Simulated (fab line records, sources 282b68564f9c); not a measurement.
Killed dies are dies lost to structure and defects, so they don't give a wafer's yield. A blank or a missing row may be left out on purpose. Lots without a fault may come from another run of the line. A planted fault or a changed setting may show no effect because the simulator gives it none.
fab line records | flow rit_cmos
record lots=13 wafers=39 last_day=7
route steps=202 shown PWELL@48 PSD@148 SILICIDE@167 CONTACT@168
lots that met no fault: from a run of the same line without faults
start_h: hours from the record's first day to the start of the lot's first wafer shown | wait_h: hours since the lot's step before | " the same as in the row above | L1.1+2: a row that stands for several wafers | - no value, or no start given | * or withheld: withheld | < > ~ a bound
route shown NAME@n: a module of which the file shows steps, and the number in the route of the first | usual: mean/standard deviation of fault-free wafers | same: alike in all rows | chamber/n: place in a boat | sites: the reading at each site | _std_site: their standard deviation | _edge_site: outer sites' mean less inner sites' | radius_mm: how far each site lies from the wafer's centre | mask NAME#n: copy n | behind: the tool/chamber that last shaped the wafer | hold: why the lot was held/for how many hours/how that ended | device: the transistor (n, p or np) that didn't switch | end of line: the same wafers' tests at the end of the route | a step without rows: its recipe alone | killed: dies lost to structure and defects at the first sort, not the wafer's yield | map: a wafer's dies, x killed, . not, _ none there
set.NAME: the setting as run; set.NAME@STEP: as run at that earlier step | model.NAME: the simulator's own value behind a step, which no gauge read
steps of the route over a sample of lots; a table a step, a row a wafer
services: from which hour (start_h, from the record's first day; less than 0 if before it) a tool's chamber was out of use, for how many hours, and why
## steps
# step RIT_PWELL_STRIP_09
# recipe chemistry=O2 time_s=180 resist=NOVOLAK platen_temp_c=withheld power_w=500 pressure_mtorr=4000 o2_flow_sccm=4000
# usual drypump_motor_current_A=5.37/0.28 o2_flow_sccm=4000/10
# columns lot.wafer tool chamber start_h wait_h drypump_motor_current_A o2_flow_sccm rf_hours_counter_h
L395.1 plasma_asher-03 0 23.06 0.1 5.90 3992 37
L395.3 " 1 " " 4.98 4001 -
L395.5 " 1 " " 4.97 4003 -
L397.3 plasma_asher-02 0 33.97 0.1 5.36 4010 -
L397.5 " 1 " " 5.37 4012 -
L397.6 " 0 " " 5.37 4017 -
L398.3 plasma_asher-02 1 38.33 0.1 5.42 3998 -
L398.4 " 0 " " 5.37 3994 -
L398.6 " 1 " " 5.41 4004 -
L399.1 plasma_asher-03 0 44.29 0.1 5.92 4010 40
L399.2 " 1 " " 4.96 3994 40
L399.3 " 1 " " 4.97 4014 -
L400.3 plasma_asher-01 0 47.55 0.1 5.32 4010 -
L400.4 " 1 " " 5.18 4002 -
L400.5 " 0 " " 5.31 4002 -
L401.4 plasma_asher-03 0 53.33 0.1 5.92 4012 -
L401.5 " 1 " " 4.96 3984 -
L401.6 " 0 " " 5.91 3981 -
L402.1 plasma_asher-01 0 58.65 0.1 5.32 4014 41
L402.3 " 0 " " 5.29 3996 -
L402.6 " 1 " " 5.26 3975 -
L403.2 plasma_asher-03 0 64.86 0.1 5.89 4003 42
L403.4 " 0 " " 5.91 3994 -
L403.5 " 1 " " 4.96 4001 -
L410.2 plasma_asher-01 0 102.40 0.1 5.32 4014 45
L410.3 " 0 " " 5.32 4012 -
L410.6 " 1 " " 5.27 3997 -
L414.1 plasma_asher-02 1 117.56 0.1 5.43 4019 34
L414.2 " 0 " " 5.35 3991 34
L414.4 " 1 " " 5.40 4017 -
L415.3 plasma_asher-02 0 122.87 0.1 5.38 3995 -
L415.5 " 0 " " 5.37 4014 -
L415.6 " 1 " " 5.42 3996 -
L416.1 plasma_asher-01 1 127.27 0.1 5.26 4017 1
L416.3 " 1 " " 5.24 4010 -
L416.5 " 0 " " 5.32 3994 -
L418.2 plasma_asher-02 0 140.04 0.1 5.39 3977 36
L418.4 " 1 " " 5.39 3997 -
L418.5 " 0 " " 5.34 3999 -
# step RIT_PSD_OVL_MEAS_06
# usual PSD_OVL=-0.6/1.6
# columns lot.wafer tool chamber start_h wait_h PSD_OVL[nm]
L395.1 overlay-02 - 48.22 - -1.1
L395.3 " - " " -1.5
L395.5 " - " " -1.6
L397.3 overlay-01 - 59.65 - -1.0
L397.5 " - " " 0.6
L397.6 " - " " -0.4
L398.3 overlay-01 - 64.11 - 1.5
L398.4 " - " " 0.3
L398.6 " - " " 0.6
L399.1 overlay-01 - 70.79 - -0.4
L399.2 " - " " -1.5
L399.3 " - " " 0.3
L400.3 overlay-01 - 75.34 - -0.2
L400.4 " - " " 0.0
L400.5 " - " " 0.6
L401.4 overlay-02 - 79.68 - 0.0
L401.5 " - " " 1.6
L401.6 " - " " -1.4
L402.1 overlay-01 - 83.69 - -1.8
L402.3 " - " " -2.7
L402.6 " - " " -4.1
L403.2 overlay-01 - 98.42 - -1.7
L403.4 " - " " 1.9
L403.5 " - " " -0.1
L410.2 overlay-01 - 128.47 - -1.3
L410.3 " - " " 0.1
L410.6 " - " " -1.0
L414.1 overlay-01 - 143.63 - 0.6
L414.2 " - " " 2.4
L414.4 " - " " 0.7
L415.3 overlay-02 - 148.49 - -3.3
L415.5 " - " " -3.7
L415.6 " - " " -3.9
L416.1 overlay-02 - 152.99 - -1.1
L416.3 " - " " -1.8
L416.5 " - " " 1.2
L418.2 overlay-01 - 167.11 - 1.8
L418.4 " - " " -0.1
L418.5 " - " " 0.4
# step RIT_SILICIDE_RTA_06
# recipe temp_c=750 time_s=10 idle_temp_c=25 ramp_up_s=5 ramp_down_s=10 cool_to_c=25 ambient=N2
# usual wafer_temp_C_max=753.7/0.78
# columns lot.wafer tool chamber start_h wait_h wafer_temp_C_max
L395.1 rtp_anneal-01 0 50.20 0.0 755.7
L395.3 " 0 " " 754.0
L395.5 " 0 " " 754.0
L397.3 rtp_anneal-01 0 61.60 0.0 753.6
L397.5 " 0 " " 754.6
L397.6 " 0 " " 752.8
L398.3 rtp_anneal-02 0 66.12 0.0 752.9
L398.4 " 0 " " 752.1
L398.6 " 0 " " 755.2
L399.1 rtp_anneal-01 0 72.75 0.0 754.2
L399.2 " 0 " " 753.3
L399.3 " 0 " " 753.7
L400.3 rtp_anneal-02 0 77.28 0.0 753.9
L400.4 " 0 " " 753.0
L400.5 " 0 " " 753.8
L401.4 rtp_anneal-02 0 81.63 0.0 752.8
L401.5 " 0 " " 753.5
L401.6 " 0 " " 753.3
L402.1 rtp_anneal-02 0 85.64 0.0 753.5
L402.3 " 0 " " 753.8
L402.6 " 0 " " 752.8
L403.2 rtp_anneal-02 0 100.35 0.0 753.9
L403.4 " 0 " " 754.3
L403.5 " 0 " " 752.5
L410.2 rtp_anneal-02 0 130.44 0.0 753.7
L410.3 " 0 " " 754.0
L410.6 " 0 " " 754.0
L414.1 rtp_anneal-01 0 145.55 0.0 754.1
L414.2 " 0 " " 754.2
L414.4 " 0 " " 753.2
L415.3 rtp_anneal-02 0 150.43 0.0 753.2
L415.5 " 0 " " 753.5
L415.6 " 0 " " 752.9
L416.1 rtp_anneal-01 0 154.92 0.0 754.4
L416.3 " 0 " " 754.8
L416.5 " 0 " " 753.6
L418.2 rtp_anneal-01 0 169.18 0.0 756.2
L418.4 " 0 " " 755.5
L418.5 " 0 " " 754.0
# step RIT_CONTACT_CVD_00
# recipe material=SiO2 target_thk_nm=400 precursor=TEOS temp_c=390 time_s=61 rf_w=400
# usual heater_power_w=336/59
# columns lot.wafer tool chamber start_h wait_h heater_power_w
L395.1 pecvd-02 2 50.26 0.1 310
L395.3 " 1 " " 221
L395.5 " 1 " " 234
L397.3 pecvd-04 0 61.64 0.0 351
L397.5 " 0 " " 352
L397.6 " 1 " " 295
L398.3 pecvd-02 2 66.16 0.0 383
L398.4 " 1 " " 223
L398.6 " 0 " " 364
L399.1 pecvd-03 1 72.82 0.1 332
L399.2 " 2 " " 360
L399.3 " 0 " " 374
L400.3 pecvd-04 2 77.33 0.0 347
L400.4 " 1 " " 310
L400.5 " 2 " " 364
L401.4 pecvd-02 1 81.68 0.0 213
L401.5 " 2 " " 366
L401.6 " 0 " " 338
L402.1 pecvd-03 0 85.70 0.1 327
L402.3 " 1 " " 376
L402.6 " 1 " " 384
L403.2 pecvd-04 1 100.41 0.0 274
L403.4 " 2 " " 381
L403.5 " 0 " " 354
L410.2 pecvd-02 2 130.50 0.0 380
L410.3 " 0 " " 332
L410.6 " 2 " " 396
L414.1 pecvd-03 1 145.62 0.1 364
L414.2 " 2 " " 395
L414.4 " 1 " " 381
L415.3 pecvd-04 0 150.48 0.0 321
L415.5 " 1 " " 264
L415.6 " 0 " " 336
L416.1 pecvd-03 2 154.99 0.1 396
L416.3 " 1 " " 409
L416.5 " 2 " " 303
L418.2 pecvd-04 0 169.24 0.0 355
L418.4 " 2 " " 428
L418.5 " 1 " " 300
# step RIT_CONTACT_THK_MEAS_01
# recipe reads=SiO2_of_CONTACT_CVD_00
# usual CONTACT_TEOS_THK=399/5.6
# columns lot.wafer tool chamber start_h wait_h CONTACT_TEOS_THK[nm]
L395.1 film_metro-03 - 50.32 0.0 399
L395.3 " - " " 390
L395.5 " - " " 404
L397.3 film_metro-04 - 61.71 0.0 401
L397.5 " - " " 406
L397.6 " - " " 403
L398.3 film_metro-01 - 66.23 0.0 395
L398.4 " - " " 405
L398.6 " - " " 406
L399.1 film_metro-04 - 72.87 0.0 396
L399.2 " - " " 397
L399.3 " - " " 401
L400.3 film_metro-03 - 77.40 0.0 393
L400.4 " - " " 401
L400.5 " - " " 399
L401.4 film_metro-01 - 81.74 0.0 402
L401.5 " - " " 393
L401.6 " - " " 401
L402.1 film_metro-04 - 85.75 0.0 400
L402.3 " - " " 393
L402.6 " - " " 400
L403.2 film_metro-04 - 100.47 0.0 387
L403.4 " - " " 394
L403.5 " - " " 399
L410.2 film_metro-04 - 130.56 0.0 499
L410.3 " - " " 403
L410.6 " - " " 509
L414.1 film_metro-03 - 145.67 0.0 397
L414.2 " - " " 396
L414.4 " - " " 398
L415.3 film_metro-01 - 150.55 0.0 395
L415.5 " - " " 399
L415.6 " - " " 400
L416.1 film_metro-04 - 155.04 0.0 400
L416.3 " - " " 401
L416.5 " - " " 406
L418.2 film_metro-04 - 169.30 0.0 397
L418.4 " - " " 401
L418.5 " - " " 393
## services
# columns tool chamber start_h hours kind
plasma_asher-02 - 26.34 0.9 repair
plasma_asher-01 - 31.89 11.1 repair
pecvd-02 - 73.32 0.2 repair
rtp_anneal-01 - 75.47 67.6 pm
plasma_asher-01 - 108.75 9.0 pm
plasma_asher-01 0 108.75 9.0 vent_cycle
plasma_asher-01 1 108.75 9.0 vent_cycle
plasma_asher-01 0 117.75 - clean
plasma_asher-01 1 117.75 - clean
pecvd-02 - 144.61 14.6 pm
## key
first_sign step=RIT_CONTACT_THK_MEAS_01 reading=CONTACT_TEOS_THK direction=up sigmas=19 usual=399 struck=504
effect none on later readings
met_at RIT_CONTACT_CVD_00
struck_lots L410
struck_wafers L410.2,L410.6
later_rows_left_out L410.2,L410.6
sort_left_out L410.2,L410.6
tester_left_out L410
not_acting_at RIT_PWELL_STRIP_09,RIT_PSD_OVL_MEAS_06,RIT_SILICIDE_RTA_06
onset_between 81.68 130.50
fault kind=process_parameter_drift tool=pecvd-02 chamber=2 onset_h=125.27 steps=RIT_CONTACT_CVD_00 channel=target_thk_nm offset=100 shape=step end_h=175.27 stated=400
# tester_left_out: of these lots the tester's yield and bins aren't shown, on N5 and GAA mostly nor the transistor test; their killed dies are dies lost to structure and defects alone, not to doping, threshold or leakage, so they don't give the yield
# sort_left_out: the simulated sort isn't trusted on such a fault, so these wafers' sort isn't shown, and their yield isn't known
# later_rows_left_out: the simulator's readings of these wafers behind a module that went badly wrong aren't trusted and aren't shown, but for the sort
